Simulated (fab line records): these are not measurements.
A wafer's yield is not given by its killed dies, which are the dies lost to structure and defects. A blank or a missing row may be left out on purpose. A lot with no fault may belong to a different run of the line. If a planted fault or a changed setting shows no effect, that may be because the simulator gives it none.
The tool behind it: which one? / flow rit cmos / at 1 step of a route of 202, 15 lots with 45 wafers sampled

WHAT THE GAUGES READ, wafer by wafer
Not one reading of a measure or inspect step in the record can be checked against a usual standard deviation.

EACH LOT AND THE TOOL THAT RAN IT (in order: tool; ch and the chambers of the sampled wafers; start)
lot=L984; RIT_M1_PEB_07=litho track-03 ch 0, day 3 11:28
lot=L985; RIT_M1_PEB_07=litho track-02 ch 0, day 3 15:49
lot=L986; RIT_M1_PEB_07=litho track-01 ch 0, day 3 16:59
lot=L987; RIT_M1_PEB_07=litho track-03 ch 0, day 3 22:58
lot=L988; RIT_M1_PEB_07=litho track-02 ch 0, day 4 02:44
lot=L989; RIT_M1_PEB_07=litho track-01 ch 0, day 4 09:01
lot=L990; RIT_M1_PEB_07=litho track-03 ch 0, day 4 12:26
lot=L991; RIT_M1_PEB_07=litho track-01 ch 0, day 4 16:36
lot=L994; RIT_M1_PEB_07=litho track-02 ch 0, day 5 08:21
lot=L996; RIT_M1_PEB_07=litho track-02 ch 0, day 5 17:46
lot=L997; RIT_M1_PEB_07=litho track-01 ch 0, day 5 23:39
lot=L999; RIT_M1_PEB_07=litho track-01, day 6 09:50
lot=L100; RIT_M1_PEB_07=litho track-03, day 6 13:47
lot=L101; RIT_M1_PEB_07=litho track-01, day 6 21:19
lot=L102; RIT_M1_PEB_07=litho track-03 ch 0, day 7 01:23
- RIT_M1_PEB_07

WHAT THE TOOLS THEMSELVES READ (means of the sampled wafers that have a number; where no wafer has one, the mark that the record gives instead)
RIT_M1_PEB_07. Usual: exhaust pa 45.0 Pa, standard deviation 0.89.
lot=L984; tool=litho track-03; exhaust pa (Pa)=45.3; flag=
lot=L985; tool=litho track-02; exhaust pa (Pa)=44.5; flag=
lot=L986; tool=litho track-01; exhaust pa (Pa)=45.9; flag=
lot=L987; tool=litho track-03; exhaust pa (Pa)=46.1; flag=
lot=L988; tool=litho track-02; exhaust pa (Pa)=45.9; flag=
lot=L989; tool=litho track-01; exhaust pa (Pa)=46.0; flag=
lot=L990; tool=litho track-03; exhaust pa (Pa)=44.5; flag=
lot=L991; tool=litho track-01; exhaust pa (Pa)=45.0; flag=
lot=L994; tool=litho track-02; exhaust pa (Pa)=44.8; flag=
lot=L996; tool=litho track-02; exhaust pa (Pa)=45.0; flag=
lot=L997; tool=litho track-01; exhaust pa (Pa)=44.9; flag=
lot=L999; tool=litho track-01; exhaust pa (Pa)=-; flag=OFF
lot=L100; tool=litho track-03; exhaust pa (Pa)=-; flag=OFF
lot=L101; tool=litho track-01; exhaust pa (Pa)=-; flag=OFF
lot=L102; tool=litho track-03; exhaust pa (Pa)=45.3; flag=

THE ANSWER, worked out from the rows above alone
Rule: take the mean of a lot's wafers that have a number; if it is more than 3 standard deviations from the usual mean, the lot is off. A lot without any number at a reading at which 4 lots or more have one is off too. The other lots that the step has rows for count as sound. First the gauges in route order, then the tools' own readings, where a lot's mean is used as printed above. At the first step where some lot is off, the reading lying furthest off is the one used; lots without a number count as furthest.
Off: L999, L100, L101, at RIT_M1_PEB_07 (exhaust pa). Without a number there: L999, L100, L101.
If a tool, at that step or one of the process steps before it, ran each lot that is off and ran no sound lot following the first of them, it fits. Not one of the candidates tried fits.

WHAT THE SIMULATOR HAD INSERTED
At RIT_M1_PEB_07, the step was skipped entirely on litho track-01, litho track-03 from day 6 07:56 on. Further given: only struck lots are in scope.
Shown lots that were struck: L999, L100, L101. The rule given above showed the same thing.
